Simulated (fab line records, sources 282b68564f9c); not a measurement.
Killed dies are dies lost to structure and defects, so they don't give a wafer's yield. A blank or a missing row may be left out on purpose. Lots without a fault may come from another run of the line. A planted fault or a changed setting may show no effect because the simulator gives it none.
fab line records | flow rit_cmos
record lots=14 wafers=42 last_day=7
route steps=202 shown PLDD@120 NSD@137 PSD@150 M1@202
lots that met no fault: from a run of the same line without faults
start_h: hours from the record's first day to the start of the lot's first wafer shown | wait_h: hours since the lot's step before | " the same as in the row above | L1.1+2: a row that stands for several wafers | - no value, or no start given | * or withheld: withheld | < > ~ a bound
route shown NAME@n: a module of which the file shows steps, and the number in the route of the first | usual: mean/standard deviation of fault-free wafers | same: alike in all rows | chamber/n: place in a boat | sites: the reading at each site | _std_site: their standard deviation | _edge_site: outer sites' mean less inner sites' | radius_mm: how far each site lies from the wafer's centre | mask NAME#n: copy n | behind: the tool/chamber that last shaped the wafer | hold: why the lot was held/for how many hours/how that ended | device: the transistor (n, p or np) that didn't switch | end of line: the same wafers' tests at the end of the route | a step without rows: its recipe alone | killed: dies lost to structure and defects at the first sort, not the wafer's yield | map: a wafer's dies, x killed, . not, _ none there
set.NAME: the setting as run; set.NAME@STEP: as run at that earlier step | model.NAME: the simulator's own value behind a step, which no gauge read
steps of the route over a sample of lots; a table a step, a row a wafer
services: from which hour (start_h, from the record's first day; less than 0 if before it) a tool's chamber was out of use, for how many hours, and why
## steps
# step RIT_PLDD_OVL_MEAS_06
# usual PLDD_OVL=-1.0/1.4
# columns lot.wafer tool chamber start_h wait_h PLDD_OVL[nm]
L890.2 overlay-02 - 67.97 - -1.0
L890.3 " - " " 0.7
L890.6 " - " " -0.5
L891.4 overlay-02 - 86.04 - -1.8
L891.5 " - " " -2.2
L891.6 " - " " -0.8
L893.1 overlay-02 - 92.81 - 0.8
L893.4 " - " " -0.3
L893.6 " - " " -1.1
L895.2 overlay-02 - 93.02 - 1.8
L895.4 " - " " -0.5
L895.6 " - " " 1.5
L896.2 overlay-01 - 100.81 - -2.8
L896.3 " - " " -3.5
L896.6 " - " " -2.8
L898.1 overlay-02 - 106.40 - 1.3
L898.2 " - " " 0.0
L898.5 " - " " -0.4
L899.1 overlay-01 - 121.50 - -0.1
L899.2 " - " " -0.5
L899.6 " - " " 0.1
L900.1 overlay-02 - 121.78 - 0.0
L900.5 " - " " 0.2
L900.6 " - " " 1.3
L903.3 overlay-02 - 130.95 - -2.5
L903.4 " - " " -2.1
L903.5 " - " " -1.7
L902.1 overlay-01 - 133.43 - -0.3
L902.5 " - " " -0.8
L902.6 " - " " -1.6
L904.3 overlay-01 - 136.07 - -0.8
L904.4 " - " " -0.5
L904.5 " - " " -0.8
L905.2 overlay-02 - 140.44 - 1.8
L905.3 " - " " 0.9
L905.6 " - " " 1.9
L909.4 overlay-02 - 153.23 - 0.2
L909.5 " - " " -0.3
L909.6 " - " " 1.0
L912.1 overlay-01 - 163.37 - 0.8
L912.2 " - " " -0.2
L912.3 " - " " -0.9
# step RIT_NSD_OVL_MEAS_06
# usual NSD_OVL=0.1/1.5
# columns lot.wafer tool chamber start_h wait_h NSD_OVL[nm]
L890.2 overlay-01 - 72.30 - -1.6
L890.3 " - " " 0.5
L890.6 " - " " -1.3
L891.4 overlay-02 - 90.08 - 1.1
L891.5 " - " " -1.2
L891.6 " - " " -0.8
L893.1 overlay-02 - 96.96 - 2.3
L893.4 " - " " -0.2
L893.6 " - " " 1.8
L895.2 overlay-01 - 97.25 - 1.4
L895.4 " - " " 1.5
L895.6 " - " " 0.4
L896.2 overlay-02 - 110.59 - 1.2
L896.3 " - " " 0.7
L896.6 " - " " -0.4
L898.1 overlay-02 - 111.51 - 0.5
L898.2 " - " " 1.0
L898.5 " - " " 0.8
L899.1 overlay-02 - 125.50 - -0.5
L899.2 " - " " -1.5
L899.6 " - " " -2.0
L900.1 overlay-02 - 126.51 - -1.5
L900.5 " - " " -2.4
L900.6 " - " " -2.6
L903.3 overlay-01 - 135.00 - 0.1
L903.4 " - " " -1.7
L903.5 " - " " -0.4
L902.1 overlay-01 - 137.43 - -0.4
L902.5 " - " " 0.7
L902.6 " - " " -1.1
L904.3 overlay-01 - 140.37 - 1.2
L904.4 " - " " 0.8
L904.5 " - " " 0.7
L905.2 overlay-02 - 144.51 - 2.9
L905.3 " - " " 1.6
L905.6 " - " " 2.9
L909.4 overlay-02 - 157.32 - -1.6
L909.5 " - " " 1.2
L909.6 " - " " 0.4
L912.1 overlay-01 - 167.58 - 0.5
L912.2 " - " " 1.8
L912.3 " - " " 1.0
# step RIT_PSD_IMPLANT_08
# recipe species=BF2 energy_kev=27 dose_cm2=5e+15 tilt_deg=7
# usual beam_energy_keV=27.000/0.0088 end_station_pressure_torr=1.38e-05/1.1e-06
# columns lot.wafer tool chamber start_h wait_h beam_energy_keV end_station_pressure_torr
L890.2 implanter-01 0 73.93 0.1 27.001 1.38e-05
L890.3 " 0 " " 26.983 1.59e-05
L890.6 " 0 " " 27.004 1.51e-05
L891.4 implanter-03 0 91.97 0.1 26.986 1.31e-05
L891.5 " 0 " " 26.985 1.28e-05
L891.6 " 0 " " 26.988 1.15e-05
L893.1 implanter-03 0 99.58 0.1 27.004 1.28e-05
L893.4 " 0 " " 27.014 1.4e-05
L893.6 " 0 " " 27.011 1.25e-05
L895.2 implanter-02 0 99.98 0.1 27.007 1.34e-05
L895.4 " 0 " " 27.014 1.41e-05
L895.6 " 0 " " 27.005 1.4e-05
L896.2 implanter-03 0 112.95 0.1 27.006 1.24e-05
L896.3 " 0 " " 26.994 1.22e-05
L896.6 " 0 " " 26.998 1.25e-05
L898.1 implanter-01 0 113.41 0.1 27.005 1.46e-05
L898.2 " 0 " " 27.001 1.61e-05
L898.5 " 0 " " 27.007 1.53e-05
L899.1 implanter-03 0 127.11 0.1 26.998 1.24e-05
L899.2 " 0 " " 27.020 1.29e-05
L899.6 " 0 " " 26.985 1.4e-05
L900.1 implanter-01 0 128.11 0.1 26.998 1.41e-05
L900.5 " 0 " " 26.999 1.47e-05
L900.6 " 0 " " 27.002 1.49e-05
L903.3 implanter-03 0 136.84 0.1 26.990 1.32e-05
L903.4 " 0 " " 26.994 1.26e-05
L903.5 " 0 " " 26.997 1.29e-05
L902.1 implanter-02 0 139.30 0.1 26.982 1.41e-05
L902.5 " 0 " " 26.999 1.4e-05
L902.6 " 0 " " 26.999 1.28e-05
L904.3 implanter-03 0 142.03 0.1 24.601 1.23e-05
L904.4 " 0 " " 24.595 1.32e-05
L904.5 " 0 " " 24.605 1.37e-05
L905.2 implanter-03 0 146.44 0.1 24.624 1.24e-05
L905.3 " 0 " " 24.627 1.23e-05
L905.6 " 0 " " 24.626 1.38e-05
L909.4 implanter-01 0 159.29 0.1 26.992 1.55e-05
L909.5 " 0 " " 26.990 1.46e-05
L909.6 " 0 " " 26.981 1.43e-05
L912.1 implanter-01 0 169.19 0.1 26.995 1.4e-05
L912.2 " 0 " " 26.995 1.37e-05
L912.3 " 0 " " 27.011 1.49e-05
# step RIT_PSD_STRIP_09
# recipe chemistry=O2 time_s=180 resist=NOVOLAK platen_temp_c=withheld power_w=500 pressure_mtorr=4000 o2_flow_sccm=4000
# usual chamber_pressure_mTorr=4001/3.6 drypump_motor_current_A=5.56/0.27 o2_flow_sccm=4001/13
# same time_s=180
# columns lot.wafer tool chamber start_h wait_h chamber_pressure_mTorr drypump_motor_current_A o2_flow_sccm rf_hours_counter_h
L890.2 plasma_asher-03 1 74.05 0.1 3998 5.56 3976 35
L890.3 " 0 " " 3997 5.67 3997 -
L890.6 " 0 " " 4004 5.66 3998 -
L891.4 plasma_asher-04 1 92.10 0.1 4004 5.75 3996 -
L891.5 " 1 " " 3999 5.75 4002 -
L891.6 " 0 " " 4005 5.34 3986 -
L893.1 plasma_asher-04 1 99.73 0.1 4000 5.76 4007 45
L893.4 " 1 " " 3999 5.79 4002 -
L893.6 " 0 " " 3999 5.36 4003 -
L895.2 plasma_asher-03 0 100.10 0.1 4000 5.66 3995 38
L895.4 " 1 " " 4004 5.56 4009 -
L895.6 " 0 " " 4005 5.68 4008 -
L896.2 plasma_asher-04 1 113.07 0.1 4002 5.77 4006 47
L896.3 " 0 " " 4000 5.33 4004 -
L896.6 " 0 " " 3997 5.34 4016 -
L898.1 plasma_asher-03 0 113.64 0.2 4003 5.67 3996 40
L898.2 " 1 " " 3996 5.54 4020 40
L898.5 " 0 " " 3998 5.68 3996 -
L899.1 plasma_asher-03 1 127.26 0.1 3996 5.55 4022 41
L899.2 " 0 " " 4003 5.67 3994 41
L899.6 " 0 " " 4006 5.64 3995 -
L900.1 plasma_asher-04 0 128.26 0.1 4001 5.33 4027 49
L900.5 " 1 " " 4005 5.75 3972 -
L900.6 " 0 " " 4005 5.37 4002 -
L903.3 plasma_asher-03 1 137.00 0.1 4010 5.52 3997 -
L903.4 " 0 " " 3995 5.65 4001 -
L903.5 " 1 " " 4003 5.56 3993 -
L902.1 plasma_asher-03 1 139.45 0.1 3998 5.54 4006 43
L902.5 " 1 " " 4003 5.54 4013 -
L902.6 " 0 " " 4005 5.66 4017 -
L904.3 plasma_asher-03 0 142.19 0.1 4005 5.65 4006 -
L904.4 " 1 " " 4000 5.53 4001 -
L904.5 " 1 " " 3999 5.52 3990 -
L905.2 plasma_asher-01 0 146.57 0.1 3998 5.98 4016 37
L905.3 " 1 " " 4007 5.01 3986 -
L905.6 " 0 " " 3992 6.00 4017 -
L909.4 plasma_asher-03 0 159.42 0.1 4006 5.67 3977 -
L909.5 " 1 " " 4009 5.53 4000 -
L909.6 " 0 " " 3999 5.67 3997 -
L912.1 plasma_asher-01 0 169.34 0.1 4005 5.97 4001 40
L912.2 " 1 " " 3994 5.03 4019 40
L912.3 " 1 " " 3998 5.02 4017 -
# step RIT_PSD_TW_MEAS_10
# usual PSD_TW=3446/19
# columns lot.wafer tool chamber start_h wait_h PSD_TW
L890.2 film_metro-01 - 74.24 0.1 3449
L890.3 " - " " 3468
L890.6 " - " " 3448
L891.4 film_metro-01 - 92.25 0.1 3464
L891.5 " - " " 3448
L891.6 " - " " 3464
L893.1 film_metro-02 - 99.90 0.1 3428
L893.4 " - " " 3398
L893.6 " - " " 3436
L895.2 film_metro-02 - 100.29 0.1 3431
L895.4 " - " " 3432
L895.6 " - " " 3412
L896.2 film_metro-02 - 113.26 0.1 3416
L896.3 " - " " 3423
L896.6 " - " " 3404
L898.1 film_metro-02 - 113.81 0.1 3424
L898.2 " - " " 3428
L898.5 " - " " 3443
L899.1 film_metro-02 - 127.43 0.1 3442
L899.2 " - " " 3452
L899.6 " - " " 3445
L900.1 film_metro-02 - 128.44 0.1 3447
L900.5 " - " " 3451
L900.6 " - " " 3443
L903.3 film_metro-01 - 137.14 0.1 3481
L903.4 " - " " 3455
L903.5 " - " " 3444
L902.1 film_metro-03 - 139.62 0.1 3458
L902.5 " - " " 3448
L902.6 " - " " 3464
L904.3 film_metro-02 - 142.33 0.1 3384
L904.4 " - " " 3354
L904.5 " - " " 3372
L905.2 film_metro-03 - 146.75 0.1 3353
L905.3 " - " " 3371
L905.6 " - " " 3370
L909.4 film_metro-03 - 159.57 0.1 3456
L909.5 " - " " 3458
L909.6 " - " " 3454
L912.1 film_metro-02 - 169.51 0.1 3446
L912.2 " - " " 3455
L912.3 " - " " 3429
# step RIT_SDANNEAL_RS_MEAS_04
# recipe thk_meas_gauge=four-point-probe
# usual PSD_RS=115.8/0.31
# columns lot.wafer tool chamber start_h wait_h PSD_RS[ohm/sq]
L890.2 film_metro-01 - 74.73 0.1 115.8
L890.3 " - " " 115.3
L890.6 " - " " 115.8
L891.4 film_metro-02 - 92.76 0.1 115.8
L891.5 " - " " 115.8
L891.6 " - " " 116.2
L893.1 film_metro-03 - 100.44 0.0 116.1
L893.4 " - " " 116.0
L893.6 " - " " 116.2
L895.2 film_metro-01 - 101.00 0.1 115.3
L895.4 " - " " 115.1
L895.6 " - " " 115.4
L896.2 film_metro-03 - 113.75 0.1 115.6
L896.3 " - " " 115.7
L896.6 " - " " 115.8
L898.1 film_metro-03 - 114.33 0.1 116.2
L898.2 " - " " 115.7
L898.5 " - " " 115.9
L899.1 film_metro-03 - 128.11 0.0 115.9
L899.2 " - " " 115.6
L899.6 " - " " 115.5
L900.1 film_metro-02 - 129.12 0.0 115.8
L900.5 " - " " 115.7
L900.6 " - " " 116.1
L903.3 film_metro-01 - 137.64 0.1 116.1
L903.4 " - " " 116.3
L903.5 " - " " 116.2
L902.1 film_metro-02 - 140.14 0.0 116.2
L902.5 " - " " 116.2
L902.6 " - " " 116.2
L904.3 film_metro-03 - 142.87 0.1 121.1
L904.4 " - " " 121.1
L904.5 " - " " 121.1
L905.2 film_metro-02 - 147.25 0.1 121.3
L905.3 " - " " 121.7
L905.6 " - " " 121.5
L909.4 film_metro-03 - 160.08 0.1 116.2
L909.5 " - " " 115.9
L909.6 " - " " 115.7
L912.1 film_metro-01 - 170.00 0.0 115.4
L912.2 " - " " 115.4
L912.3 " - " " 115.1
# step RIT_M1_PROBE_99
# usual killed_at_contacts=0.1/0.25 killed_at_front_end=7/3.1 killed_dies=7/3.2 killed_open=3.3/2 killed_short=3.5/2
# same gross_dies=264 killed_at_M0_to_M3=0 killed_at_M4_up=0 killed_at_back_side=0 killed_at_other=0
# columns lot.wafer tool chamber start_h wait_h killed_at_contacts killed_at_front_end killed_dies killed_open killed_short
L890.2 prober-02 - 82.00 0.1 0 12 12 6 6
L890.3 prober-02 - 82.05 0.2 0 2 2 1 1
L890.6 prober-02 - 82.20 0.2 0 7 7 3 4
L891.4 prober-02 - 101.97 0.2 0 11 11 7 4
L891.5 prober-02 - 102.02 0.2 0 6 6 1 5
L891.6 prober-02 - 102.07 0.2 0 4 4 3 1
L895.2 prober-01 - 112.76 0.1 0 8 8 4 4
L895.4 prober-01 - 112.86 0.2 0 4 4 0 4
L895.6 prober-01 - 112.96 0.2 0 6 6 5 1
L893.1 prober-02 - 114.33 0.1 0 5 5 2 3
L893.4 prober-02 - 114.48 0.2 0 5 5 2 3
L893.6 prober-02 - 114.58 0.2 1 5 6 3 3
L896.2 prober-01 - 126.81 0.1 0 9 9 5 4
L896.3 prober-01 - 126.86 0.2 0 11 11 4 7
L896.6 prober-01 - 127.01 0.2 0 8 8 5 3
L898.1 prober-02 - 128.56 0.3 0 6 6 3 3
L898.2 prober-02 - 128.61 0.3 0 8 8 2 6
L898.5 prober-02 - 128.76 0.4 0 17 17 7 10
L899.1 prober-01 - 135.94 0.1 1 5 6 1 5
L899.2 prober-01 - 135.99 0.1 0 6 6 2 4
L899.6 prober-01 - 136.19 0.2 0 5 5 1 4
L900.1 prober-02 - 137.44 0.1 0 5 5 4 1
L900.5 prober-02 - 137.64 0.2 0 8 8 3 5
L900.6 prober-02 - 137.69 0.2 0 7 7 6 1
L903.3 prober-02 - 147.27 0.2 0 4 4 1 3
L903.4 prober-02 - 147.32 0.2 0 3 3 1 2
L903.5 prober-02 - 147.37 0.2 1 4 5 2 3
L902.1 prober-01 - 148.67 0.1 0 10 10 4 6
L902.5 prober-01 - 148.87 0.2 0 7 7 5 2
L902.6 prober-01 - 148.92 0.2 0 7 7 2 5
L904.3 prober-02 - 150.76 0.2 0 0 0 0 0
L904.4 prober-02 - 150.81 0.2 0 9 9 3 6
L904.5 prober-02 - 150.86 0.2 0 4 4 2 2
L905.2 prober-01 - 154.78 0.1 0 4 4 2 2
L905.3 prober-01 - 154.83 0.2 0 10 10 5 5
L905.6 prober-01 - 154.98 0.2 0 11 11 8 3
L909.4 prober-01 - 167.49 0.2 0 5 5 3 2
L909.5 prober-01 - 167.54 0.2 0 4 4 2 2
L909.6 prober-01 - 167.59 0.2 0 5 5 3 2
L912.1 prober-02 - 177.51 0.1 0 7 7 2 5
L912.2 prober-02 - 177.56 0.1 0 9 9 2 7
L912.3 prober-02 - 177.61 0.2 0 9 9 5 4
# killed by level:class
L890.2 FOX1:geometric_particle:open=3 GATE:geometric_particle:short=3 SILICIDE:geometric_particle:short=2 FOX2:geometric_particle:open=1 FOX2:geometric_particle:short=1 GATE:geometric_particle:open=1 SILICIDE:geometric_particle:open=1
L890.3 GATE:geometric_particle:open=1 REOX:geometric_particle:short=1
L890.6 REOX:geometric_particle:short=2 REOX:geometric_particle:open=2 FOX2:geometric_particle:short=1 GATE:geometric_particle:short=1 SILICIDE:geometric_particle:open=1
L891.4 FOX1:geometric_particle:open=3 FOX2:geometric_particle:open=2 GATE:geometric_particle:open=2 FOX2:geometric_particle:short=1 GATE:geometric_particle:short=1 REOX:geometric_particle:short=1 SILICIDE:geometric_particle:short=1
L891.5 FOX1:geometric_particle:short=2 GATE:geometric_particle:short=2 REOX:geometric_particle:open=1 SILICIDE:geometric_particle:short=1
L891.6 FOX2:geometric_particle:open=1 FOX2:geometric_particle:short=1 GATE:geometric_particle:open=1 SPACER:geometric_particle:open=1
L895.2 GATE:geometric_particle:open=2 REOX:geometric_particle:short=2 FOX1:geometric_particle:short=1 REOX:geometric_particle:open=1 SPACER:geometric_particle:open=1 SILICIDE:geometric_particle:short=1
L895.4 FOX1:geometric_particle:short=1 REOX:geometric_particle:short=1 SPACER:geometric_particle:short=1 SILICIDE:geometric_particle:short=1
L895.6 FOX2:geometric_particle:open=2 SPACER:geometric_particle:open=2 GATE:geometric_particle:short=1 GATE:geometric_particle:open=1
L893.1 REOX:geometric_particle:short=3 GATE:geometric_particle:open=1 SILICIDE:geometric_particle:open=1
L893.4 FOX2:geometric_particle:short=1 FOX2:geometric_particle:open=1 GATE:geometric_particle:open=1 REOX:geometric_particle:short=1 SILICIDE:geometric_particle:short=1
L893.6 GATE:geometric_particle:short=2 FOX1:geometric_particle:short=1 GATE:geometric_particle:open=1 SILICIDE:geometric_particle:open=1 CONTACT:geometric_particle:open=1
L896.2 SILICIDE:geometric_particle:open=2 SILICIDE:geometric_particle:short=2 ACTIVE:geometric_particle:open=1 FOX1:geometric_particle:open=1 GATE:geometric_particle:open=1 GATE:geometric_particle:short=1 REOX:geometric_particle:short=1
L896.3 FOX1:geometric_particle:short=4 FOX1:geometric_particle:open=2 SPACER:geometric_particle:short=2 FOX2:geometric_particle:open=1 REOX:geometric_particle:short=1 SPACER:geometric_particle:open=1
L896.6 SILICIDE:geometric_particle:open=3 FOX1:geometric_particle:open=1 FOX1:geometric_particle:short=1 REOX:geometric_particle:open=1 REOX:geometric_particle:short=1 SILICIDE:geometric_particle:short=1
L898.1 GATE:geometric_particle:open=2 REOX:geometric_particle:short=2 FOX1:geometric_particle:open=1 GATE:geometric_particle:short=1
L898.2 FOX2:geometric_particle:short=2 GATE:geometric_particle:open=2 FOX1:geometric_particle:short=1 GATE:geometric_particle:short=1 REOX:geometric_particle:short=1 SILICIDE:geometric_particle:short=1
L898.5 SILICIDE:geometric_particle:short=5 GATE:geometric_particle:short=4 GATE:geometric_particle:open=4 SILICIDE:geometric_particle:open=2 FOX1:geometric_particle:short=1 FOX2:geometric_particle:open=1
L899.1 GATE:geometric_particle:short=3 SPACER:geometric_particle:short=2 CONTACT:geometric_particle:open=1
L899.2 GATE:geometric_particle:short=2 GATE:geometric_particle:open=2 FOX2:geometric_particle:short=1 SPACER:geometric_particle:short=1
L899.6 GATE:geometric_particle:short=3 REOX:geometric_particle:short=1 SILICIDE:geometric_particle:open=1
L900.1 FOX1:geometric_particle:open=2 FOX1:geometric_particle:short=1 GATE:geometric_particle:open=1 SILICIDE:geometric_particle:open=1
L900.5 SPACER:geometric_particle:short=2 SILICIDE:geometric_particle:short=2 GATE:geometric_particle:open=1 GATE:geometric_particle:short=1 SPACER:geometric_particle:open=1 SILICIDE:geometric_particle:open=1
L900.6 GATE:geometric_particle:open=5 FOX1:geometric_particle:short=1 SILICIDE:geometric_particle:open=1
L903.3 SILICIDE:geometric_particle:short=2 GATE:geometric_particle:short=1 SPACER:geometric_particle:open=1
L903.4 FOX1:geometric_particle:open=1 FOX2:geometric_particle:short=1 REOX:geometric_particle:short=1
L903.5 FOX1:geometric_particle:short=1 FOX2:geometric_particle:open=1 GATE:geometric_particle:short=1 SPACER:geometric_particle:short=1 CONTACT:geometric_particle:open=1
L902.1 GATE:geometric_particle:short=3 GATE:geometric_particle:open=3 FOX2:geometric_particle:short=2 FOX1:geometric_particle:open=1 SILICIDE:geometric_particle:short=1
L902.5 GATE:geometric_particle:open=4 ACTIVE:geometric_particle:short=1 FOX1:geometric_particle:open=1 GATE:geometric_particle:short=1
L902.6 FOX1:geometric_particle:short=2 SPACER:geometric_particle:short=2 GATE:geometric_particle:short=1 GATE:geometric_particle:open=1 SPACER:geometric_particle:open=1
L904.3
L904.4 GATE:geometric_particle:short=3 FOX1:geometric_particle:open=2 SILICIDE:geometric_particle:short=2 GATE:geometric_particle:open=1 SPACER:geometric_particle:short=1
L904.5 GATE:geometric_particle:open=2 FOX1:geometric_particle:short=1 GATE:geometric_particle:short=1
L905.2 SPACER:geometric_particle:open=2 SPACER:geometric_particle:short=1 SILICIDE:geometric_particle:short=1
L905.3 GATE:geometric_particle:open=4 GATE:geometric_particle:short=4 REOX:geometric_particle:short=1 REOX:geometric_particle:open=1
L905.6 GATE:geometric_particle:open=4 FOX2:geometric_particle:open=2 FOX1:geometric_particle:short=1 FOX1:geometric_particle:open=1 FOX2:geometric_particle:short=1 GATE:geometric_particle:short=1 REOX:geometric_particle:open=1
L909.4 FOX1:geometric_particle:short=1 FOX1:geometric_particle:open=1 FOX2:geometric_particle:open=1 GATE:geometric_particle:short=1 GATE:geometric_particle:open=1
L909.5 FOX1:geometric_particle:open=1 FOX1:geometric_particle:short=1 GATE:geometric_particle:short=1 REOX:geometric_particle:open=1
L909.6 GATE:geometric_particle:open=2 FOX1:geometric_particle:short=1 GATE:geometric_particle:short=1 SPACER:geometric_particle:open=1
L912.1 GATE:geometric_particle:short=2 FOX1:geometric_particle:open=1 FOX2:geometric_particle:short=1 REOX:geometric_particle:short=1 SPACER:geometric_particle:short=1 SILICIDE:geometric_particle:open=1
L912.2 GATE:geometric_particle:short=4 REOX:geometric_particle:short=2 REOX:geometric_particle:open=2 FOX1:geometric_particle:short=1
L912.3 FOX1:geometric_particle:open=3 FOX1:geometric_particle:short=1 FOX2:geometric_particle:open=1 FOX2:geometric_particle:short=1 REOX:geometric_particle:short=1 SILICIDE:geometric_particle:open=1 SILICIDE:geometric_particle:short=1
## services
# columns tool chamber start_h hours kind
plasma_asher-03 - 67.92 3.8 repair
implanter-01 - 78.30 2.3 repair
implanter-01 - 80.56 20.9 pm
plasma_asher-01 - 112.30 2.8 pm
plasma_asher-03 - 130.17 3.4 repair
## key
first_sign step=RIT_PSD_IMPLANT_08 reading=beam_energy_keV direction=down sigmas=99+ usual=27.000 struck=24.613
effect step=RIT_PSD_TW_MEAS_10 reading=PSD_TW direction=down sigmas=4.2 usual=3446 struck=3367
effect step=RIT_SDANNEAL_RS_MEAS_04 reading=PSD_RS direction=up sigmas=17 usual=115.8 struck=121.3
met_at RIT_PSD_IMPLANT_08
struck_lots L904,L905
tester_left_out L904,L905
not_acting_at RIT_PLDD_OVL_MEAS_06,RIT_NSD_OVL_MEAS_06,RIT_PSD_STRIP_09
onset_between 136.84 142.03
fault kind=process_parameter_drift tool=implanter-03 chamber=- onset_h=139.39 steps=RIT_PSD_IMPLANT_08 channel=energy_kev offset=-2.3833 shape=step end_h=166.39 acts_in=these_recipes_only stated=27
# tester_left_out: of these lots the tester's yield and bins aren't shown, on N5 and GAA mostly nor the transistor test; their killed dies are dies lost to structure and defects alone, not to doping, threshold or leakage, so they don't give the yield
